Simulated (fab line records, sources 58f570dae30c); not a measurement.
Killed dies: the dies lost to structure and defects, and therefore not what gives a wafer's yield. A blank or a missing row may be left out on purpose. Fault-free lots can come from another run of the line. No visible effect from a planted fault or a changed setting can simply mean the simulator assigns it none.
fab line records -- flow berkeley_cmos170
record lots=14, wafers=42, last_day=13
route steps=331 shown ZERO@7 PWELL@48 NVT@110 M3@330
lots with no fault: from the same line, run without faults
start_h: the number of hours between the record's first day and the start of the first shown wafer of the lot -- wait_h: hours from the lot's prior step to this one -- " identical to the entry in the row above -- L1.1+2: a single row standing in for several wafers -- - value missing, or start not given -- * or withheld: withheld -- < > ~ a bound
route shown NAME@n: NAME is a module with steps in the file, n the number in the route of the first one -- usual: mean/standard deviation taken from wafers without a fault -- same: alike in all rows -- chamber/n: place in a boat -- sites: each site's reading -- _std_site: standard deviation across them -- _edge_site: outer sites' mean less inner sites' -- radius_mm: how far each site lies from the wafer's centre -- mask NAME#n: copy n -- behind: the tool/chamber that last shaped the wafer -- hold: the reason the lot was held/the length of the hold in hours/how it ended -- device: which transistor (n, p or np) failed to switch -- end of line: tests run on the same wafers once the route is complete -- step lacking rows: just its recipe -- killed: the dies lost at the first sort to structure and to defects; this is not the yield of the wafer -- map: a wafer's dies, marking killed ones x, the rest . and places with no die _
set.NAME: the run value of the setting; set.NAME@STEP: its run value at that earlier step -- model.NAME: the simulator's own value behind a step, which no gauge read
steps of the route over a sample of lots; a table a step, a row a wafer
services: from which hour (start_h, from the record's first day; less than 0 if before it) a tool's chamber was out of use, for how many hours, and why
## steps
# step UCB170_ZERO_COAT_01
# recipe resist=KrF, spin_rpm=1500, resist_thk_nm=900
# usual spin_speed_rpm=1500.2/0.91
lot.wafer,tool,chamber,start_h,wait_h,spin_speed_rpm
L906.1,litho_track-03,0,20.48,0.1,1498.6
L906.3,litho_track-03,0,20.48,0.1,1498.5
L906.5,litho_track-03,0,20.48,0.1,1501.4
L907.1,litho_track-03,0,27.50,0.1,1500.6
L907.4,litho_track-03,0,27.50,0.1,1500.6
L907.5,litho_track-03,0,27.50,0.1,1499.0
L908.1,litho_track-01,0,33.12,0.1,1500.7
L908.3,litho_track-01,0,33.12,0.1,1499.3
L908.5,litho_track-01,0,33.12,0.1,1498.5
L909.2,litho_track-03,0,37.30,0.1,1499.0
L909.4,litho_track-03,0,37.30,0.1,1500.9
L909.6,litho_track-03,0,37.30,0.1,1499.2
L913.2,litho_track-02,0,58.77,0.1,1500.2
L913.3,litho_track-02,0,58.77,0.1,1500.3
L913.5,litho_track-02,0,58.77,0.1,1500.7
L915.2,litho_track-01,0,71.21,0.1,1431.8
L915.3,litho_track-01,0,71.21,0.1,1432.0
L915.5,litho_track-01,0,71.21,0.1,1431.4
L918.1,litho_track-02,0,82.88,0.1,1501.5
L918.3,litho_track-02,0,82.88,0.1,1499.7
L918.4,litho_track-02,0,82.88,0.1,1500.6
L919.1,litho_track-01,0,82.90,0.1,1429.9
L919.2,litho_track-01,0,82.90,0.1,1431.0
L919.5,litho_track-01,0,82.90,0.1,1431.0
L921.2,litho_track-02,0,98.32,0.1,1499.0
L921.3,litho_track-02,0,98.32,0.1,1501.4
L921.5,litho_track-02,0,98.32,0.1,1499.5
L923.1,litho_track-03,0,106.32,0.1,1500.4
L923.4,litho_track-03,0,106.32,0.1,1499.3
L923.5,litho_track-03,0,106.32,0.1,1500.4
L925.2,litho_track-02,0,116.94,0.1,1498.4
L925.3,litho_track-02,0,116.94,0.1,1498.4
L925.5,litho_track-02,0,116.94,0.1,1500.2
L926.1,litho_track-02,0,122.33,0.1,1501.5
L926.5,litho_track-02,0,122.33,0.1,1500.2
L926.6,litho_track-02,0,122.33,0.1,1499.6
L928.4,litho_track-03,0,134.82,0.1,1500.2
L928.5,litho_track-03,0,134.82,0.1,1500.7
L928.6,litho_track-03,0,134.82,0.1,1499.4
L929.2,litho_track-02,0,135.15,0.1,1499.8
L929.4,litho_track-02,0,135.15,0.1,1501.1
L929.6,litho_track-02,0,135.15,0.1,1499.8
# step UCB170_ZERO_STRIP_07
# recipe chemistry=O2, power_w=400, pressure_mtorr=3500, platen_temp_c=withheld, o2_flow_sccm=400, overash_fraction=0.5
# usual drypump_motor_current_A=5.45/0.15, oes_product_au=0.728/0.0043, strip_time_to_endpoint_s=21.45/0.061
# same overash_fraction=0.5
lot.wafer,tool,chamber,start_h,wait_h,drypump_motor_current_A,oes_product_au,rf_hours_counter_h,strip_time_to_endpoint_s
L906.1,plasma_asher-02,0,21.48,0.0,5.34,0.733,28,21.47
L906.3,plasma_asher-02,0,21.48,0.0,5.34,0.729,-,21.42
L906.5,plasma_asher-02,0,21.48,0.0,5.33,0.723,-,21.46
L907.1,plasma_asher-02,1,29.64,0.0,5.43,0.729,29,21.43
L907.4,plasma_asher-02,1,29.64,0.0,5.41,0.728,-,21.38
L907.5,plasma_asher-02,1,29.64,0.0,5.41,0.729,-,21.40
L908.1,plasma_asher-02,1,35.34,0.0,5.40,0.724,31,21.46
L908.3,plasma_asher-02,1,35.34,0.0,5.41,0.720,-,21.47
L908.5,plasma_asher-02,1,35.34,0.0,5.41,0.730,-,21.41
L909.2,plasma_asher-02,0,38.34,0.0,5.34,0.727,31,21.33
L909.4,plasma_asher-02,0,38.34,0.0,5.35,0.728,-,21.36
L909.6,plasma_asher-02,0,38.34,0.0,5.33,0.728,-,21.35
L913.2,plasma_asher-02,1,60.26,0.0,5.42,0.732,33,21.47
L913.3,plasma_asher-02,0,60.26,0.0,5.32,0.731,-,21.47
L913.5,plasma_asher-02,1,60.26,0.0,5.41,0.724,-,21.48
L915.2,plasma_asher-02,1,72.29,0.0,5.41,0.727,36,21.90
L915.3,plasma_asher-02,1,72.29,0.0,5.40,0.730,-,21.91
L915.5,plasma_asher-02,1,72.29,0.0,5.39,0.735,-,21.90
L918.1,plasma_asher-01,1,83.60,0.0,5.85,0.728,39,21.55
L918.3,plasma_asher-01,0,83.60,0.0,5.06,0.718,-,21.51
L918.4,plasma_asher-01,1,83.60,0.0,5.82,0.727,-,21.47
L919.1,plasma_asher-02,1,83.75,0.0,5.41,0.724,37,21.87
L919.2,plasma_asher-02,0,83.75,0.0,5.34,0.725,37,21.92
L919.5,plasma_asher-02,1,83.75,0.0,5.39,0.728,-,21.88
L921.2,plasma_asher-02,0,99.17,0.0,5.33,0.724,39,21.45
L921.3,plasma_asher-02,1,99.17,0.0,5.38,0.729,-,21.43
L921.5,plasma_asher-02,1,99.17,0.0,5.39,0.726,-,21.50
L923.1,plasma_asher-02,1,107.34,0.0,5.41,0.735,40,21.43
L923.4,plasma_asher-02,0,107.34,0.0,5.34,0.731,-,21.39
L923.5,plasma_asher-02,0,107.34,0.0,5.34,0.721,-,21.31
L925.2,plasma_asher-02,0,117.96,0.0,5.35,0.726,0,21.52
L925.3,plasma_asher-02,0,117.96,0.0,5.34,0.725,-,21.47
L925.5,plasma_asher-02,1,117.96,0.0,5.40,0.721,-,21.50
L926.1,plasma_asher-03,0,123.16,0.0,5.59,0.725,29,21.49
L926.5,plasma_asher-03,0,123.16,0.0,5.59,0.721,-,21.53
L926.6,plasma_asher-03,1,123.16,0.0,5.61,0.730,-,21.53
L928.4,plasma_asher-02,0,135.83,0.0,5.34,0.730,-,21.48
L928.5,plasma_asher-02,0,135.83,0.0,5.34,0.735,-,21.47
L928.6,plasma_asher-02,1,135.83,0.0,5.42,0.725,-,21.41
L929.2,plasma_asher-03,1,136.27,0.0,5.59,0.727,30,21.47
L929.4,plasma_asher-03,1,136.27,0.0,5.60,0.728,-,21.52
L929.6,plasma_asher-03,1,136.27,0.0,5.60,0.723,-,21.61
# step UCB170_PWELL_ETCH_14
# recipe chemistry=CH3F/Ar/O2, target=Si3N4, stop_on=SiO2, CH3F_flow_sccm=20, Ar_flow_sccm=50, O2_flow_sccm=7, pressure_mtorr=50, rf_w=450, target_depth_a=2420, over_etch_frac=0.1, time_s=151
# usual drypump_motor_current_A=5.8/0.37, oes_product_au=0.930/0.016, rf_fwd_power_W=448.5/1.5, throttle_valve_pct=8.04/0.14
lot.wafer,tool,chamber,start_h,wait_h,drypump_motor_current_A,oes_product_au,rf_fwd_power_W,rf_hours_counter_h,throttle_valve_pct
L906.1,rie_diel-02,0,52.38,0.0,5.5,0.925,446.8,13,7.85
L906.3,rie_diel-02,2,52.38,0.0,5.9,0.930,447.7,72,7.96
L906.5,rie_diel-02,1,52.38,0.0,5.4,0.936,449.6,-,8.12
L907.1,rie_diel-04,3,71.08,0.0,5.3,0.946,449.2,68,7.87
L907.4,rie_diel-04,0,71.08,0.0,5.9,0.921,448.4,1,8.28
L907.5,rie_diel-04,3,71.08,0.0,5.3,0.941,448.7,-,7.85
L908.1,rie_diel-03,3,71.25,0.0,5.9,0.939,451.5,5,8.07
L908.3,rie_diel-03,1,71.25,0.0,5.7,0.954,449.2,2,8.04
L908.5,rie_diel-03,1,71.25,0.0,5.6,0.955,447.8,-,8.04
L909.2,rie_diel-04,2,71.80,0.0,5.7,0.906,449.5,15,7.97
L909.4,rie_diel-04,1,71.80,0.0,6.5,0.906,447.6,16,7.87
L909.6,rie_diel-04,2,71.80,0.0,5.7,0.909,449.6,-,7.97
L913.2,rie_diel-04,1,95.24,0.0,6.5,0.910,451.1,17,7.88
L913.3,rie_diel-04,2,95.24,0.0,5.7,0.914,448.7,16,7.97
L913.5,rie_diel-04,3,95.24,0.0,5.3,0.948,449.1,-,7.87
L915.2,rie_diel-04,1,108.71,0.0,6.5,0.910,445.4,18,7.88
L915.3,rie_diel-04,2,108.71,0.0,5.7,0.919,447.9,16,7.97
L915.5,rie_diel-04,2,108.71,0.0,5.7,0.912,451.9,-,7.98
L918.1,rie_diel-04,3,118.25,0.0,5.3,0.963,447.6,70,7.86
L918.3,rie_diel-04,2,118.25,0.0,5.7,0.922,449.7,17,7.98
L918.4,rie_diel-04,1,118.25,0.0,6.5,0.923,445.5,18,7.88
L919.1,rie_diel-03,3,118.93,0.0,5.9,0.951,450.7,7,8.07
L919.2,rie_diel-03,2,118.93,0.0,5.5,0.943,449.5,14,8.20
L919.5,rie_diel-03,3,118.93,0.0,5.9,0.953,447.7,-,8.07
L921.2,rie_diel-03,3,128.52,0.0,5.9,0.941,450.7,7,8.06
L921.3,rie_diel-03,1,128.52,0.0,5.6,0.957,445.5,5,8.06
L921.5,rie_diel-03,0,128.52,0.0,6.3,0.912,450.4,-,8.14
L923.1,rie_diel-04,0,145.82,0.0,5.9,0.927,450.4,4,8.28
L923.4,rie_diel-04,2,145.82,0.0,5.7,0.913,449.3,18,7.96
L923.5,rie_diel-04,1,145.82,0.0,6.5,0.907,448.0,-,7.88
L925.2,rie_diel-02,2,153.20,0.0,5.9,0.947,450.2,76,7.95
L925.3,rie_diel-02,1,153.20,0.0,5.4,0.953,448.4,108,8.10
L925.5,rie_diel-02,3,153.20,0.0,6.1,0.930,446.4,-,8.07
L926.1,rie_diel-04,2,155.59,0.0,5.7,0.903,448.6,18,7.98
L926.5,rie_diel-04,1,155.59,0.0,6.5,0.902,446.6,-,7.85
L926.6,rie_diel-04,2,155.59,0.0,5.6,0.894,447.2,-,7.98
L929.2,rie_diel-04,2,170.70,0.0,5.7,0.906,447.4,19,7.99
L929.4,rie_diel-04,2,170.70,0.0,5.7,0.905,446.6,-,7.98
L929.6,rie_diel-04,0,170.70,0.0,5.9,0.925,449.8,-,8.29
L928.4,rie_diel-03,0,170.94,0.0,6.3,0.912,447.8,94,8.16
L928.5,rie_diel-03,0,170.94,0.0,6.2,0.917,448.3,-,8.15
L928.6,rie_diel-03,1,170.94,0.0,5.7,0.950,449.4,-,8.05
# step UCB170_NVT_OVL_MEAS_06
# usual NVT_OVL=3/5.1
lot.wafer,tool,chamber,start_h,wait_h,NVT_OVL[nm]
L906.1,overlay-02,-,134.44,-,0
L906.3,overlay-02,-,134.44,-,-1
L906.5,overlay-02,-,134.44,-,-5
L908.1,overlay-01,-,147.11,-,9
L908.3,overlay-01,-,147.11,-,5
L908.5,overlay-01,-,147.11,-,5
L907.1,overlay-01,-,147.45,-,-1
L907.4,overlay-01,-,147.45,-,9
L907.5,overlay-01,-,147.45,-,1
L909.2,overlay-01,-,147.51,-,3
L909.4,overlay-01,-,147.51,-,8
L909.6,overlay-01,-,147.51,-,6
L913.2,overlay-01,-,164.48,-,2
L913.3,overlay-01,-,164.48,-,8
L913.5,overlay-01,-,164.48,-,1
L915.2,overlay-02,-,181.71,-,8
L915.3,overlay-02,-,181.71,-,11
L915.5,overlay-02,-,181.71,-,11
L919.1,overlay-02,-,182.25,-,-1
L919.2,overlay-02,-,182.25,-,0
L919.5,overlay-02,-,182.25,-,-6
L918.1,overlay-01,-,182.53,-,-3
L918.3,overlay-01,-,182.53,-,2
L918.4,overlay-01,-,182.53,-,6
L921.2,overlay-02,-,196.03,-,4
L921.3,overlay-02,-,196.03,-,13
L921.5,overlay-02,-,196.03,-,9
L923.1,overlay-02,-,219.67,-,3
L923.4,overlay-02,-,219.67,-,14
L923.5,overlay-02,-,219.67,-,12
L925.2,overlay-02,-,227.68,-,6
L925.3,overlay-02,-,227.68,-,9
L925.5,overlay-02,-,227.68,-,3
L926.1,overlay-02,-,227.71,-,3
L926.5,overlay-02,-,227.71,-,5
L926.6,overlay-02,-,227.71,-,-3
L928.4,overlay-01,-,246.72,-,6
L928.5,overlay-01,-,246.72,-,0
L928.6,overlay-01,-,246.72,-,-3
L929.2,overlay-01,-,246.98,-,3
L929.4,overlay-01,-,246.98,-,0
L929.6,overlay-01,-,246.98,-,-3
# step UCB170_M3_BOW_MEAS_20
# recipe mode=bow
# usual M3_BOW=35/6.8
lot.wafer,tool,chamber,start_h,wait_h,M3_BOW[um]
L906.1,film_metro-02,-,188.74,0.1,35
L906.3,film_metro-02,-,188.74,0.1,35
L906.5,film_metro-02,-,188.74,0.1,32
L907.1,film_metro-04,-,205.47,0.1,25
L907.4,film_metro-04,-,205.47,0.1,38
L907.5,film_metro-04,-,205.47,0.1,19
L908.1,film_metro-02,-,206.95,0.1,27
L908.3,film_metro-02,-,206.95,0.1,41
L908.5,film_metro-02,-,206.95,0.1,27
L909.2,film_metro-04,-,208.72,0.1,35
L909.4,film_metro-04,-,208.72,0.1,33
L909.6,film_metro-04,-,208.72,0.1,40
L913.2,film_metro-01,-,227.94,0.1,40
L913.3,film_metro-01,-,227.94,0.1,51
L913.5,film_metro-01,-,227.94,0.1,40
L915.2,film_metro-01,-,245.71,0.1,38
L915.3,film_metro-01,-,245.71,0.1,18
L915.5,film_metro-01,-,245.71,0.1,38
L918.1,film_metro-01,-,247.07,0.1,32
L918.3,film_metro-01,-,247.07,0.1,29
L918.4,film_metro-01,-,247.07,0.1,34
L919.1,film_metro-02,-,247.58,0.1,33
L919.2,film_metro-02,-,247.58,0.1,32
L919.5,film_metro-02,-,247.58,0.1,24
L921.2,film_metro-01,-,261.71,0.1,31
L921.3,film_metro-01,-,261.71,0.1,42
L921.5,film_metro-01,-,261.71,0.1,36
L923.1,film_metro-04,-,274.98,0.1,31
L923.4,film_metro-04,-,274.98,0.1,36
L923.5,film_metro-04,-,274.98,0.1,38
L925.2,film_metro-04,-,286.31,0.1,31
L925.3,film_metro-04,-,286.31,0.1,25
L925.5,film_metro-04,-,286.31,0.1,20
L929.2,film_metro-01,-,309.04,0.1,35
L929.4,film_metro-01,-,309.04,0.1,29
L929.6,film_metro-01,-,309.04,0.1,31
L926.1,film_metro-04,-,309.62,0.1,32
L926.5,film_metro-04,-,309.62,0.1,50
L926.6,film_metro-04,-,309.62,0.1,39
L928.4,film_metro-02,-,309.64,0.1,44
L928.5,film_metro-02,-,309.64,0.1,32
L928.6,film_metro-02,-,309.64,0.1,32
## services
tool,chamber,start_h,hours,kind
plasma_asher-03,-,-2.11,43.2,repair
rie_diel-02,3,4.19,19.0,repair
rie_diel-03,0,12.94,3.9,repair
plasma_asher-01,-,13.74,1.2,repair
plasma_asher-02,-,30.54,1.3,repair
rie_diel-02,2,30.85,1.3,repair
plasma_asher-02,-,48.64,2.8,pm
rie_diel-04,0,50.36,-,clean
rie_diel-04,2,58.97,7.1,repair
plasma_asher-02,-,67.95,0.4,repair
rie_diel-02,0,77.93,1.2,repair
rie_diel-02,1,105.40,1.8,repair
plasma_asher-02,-,108.75,9.0,pm
plasma_asher-02,0,108.75,9.0,vent_cycle
plasma_asher-02,1,108.75,9.0,vent_cycle
rie_diel-02,0,114.34,15.7,repair
plasma_asher-02,0,117.75,-,clean
plasma_asher-02,1,117.75,-,clean
rie_diel-02,2,121.63,10.7,repair
plasma_asher-02,-,146.01,0.4,repair
rie_diel-04,1,146.53,1.6,repair
plasma_asher-02,-,148.74,1.1,repair
rie_diel-03,-,154.27,2.8,pm
rie_diel-04,3,163.30,7.7,repair
## key
first_sign step=UCB170_ZERO_COAT_01, reading=spin_speed_rpm, direction=down, sigmas=76, usual=1500.2, struck=1431.2
effect step=UCB170_ZERO_STRIP_07, reading=strip_time_to_endpoint_s, direction=up, sigmas=7.3, usual=*, struck=*
met_at UCB170_ZERO_COAT_01
struck_lots L915,L919
tester_left_out L915,L919
not_acting_at UCB170_PWELL_ETCH_14,UCB170_NVT_OVL_MEAS_06,UCB170_M3_BOW_MEAS_20
onset_between 33.12 71.21
fault kind=process_parameter_drift, tool=litho_track-01, chamber=-, onset_h=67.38, steps=UCB170_ZERO_COAT_01, channel=spin_rpm, offset=-68.226, shape=step, end_h=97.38, acts_in=these_recipes_only, stated=1500
# tester_left_out: of these lots the tester's yield and bins aren't shown, on N5 and GAA mostly nor the transistor test; their killed dies are dies lost to structure and defects alone, not to doping, threshold or leakage, so they don't give the yield
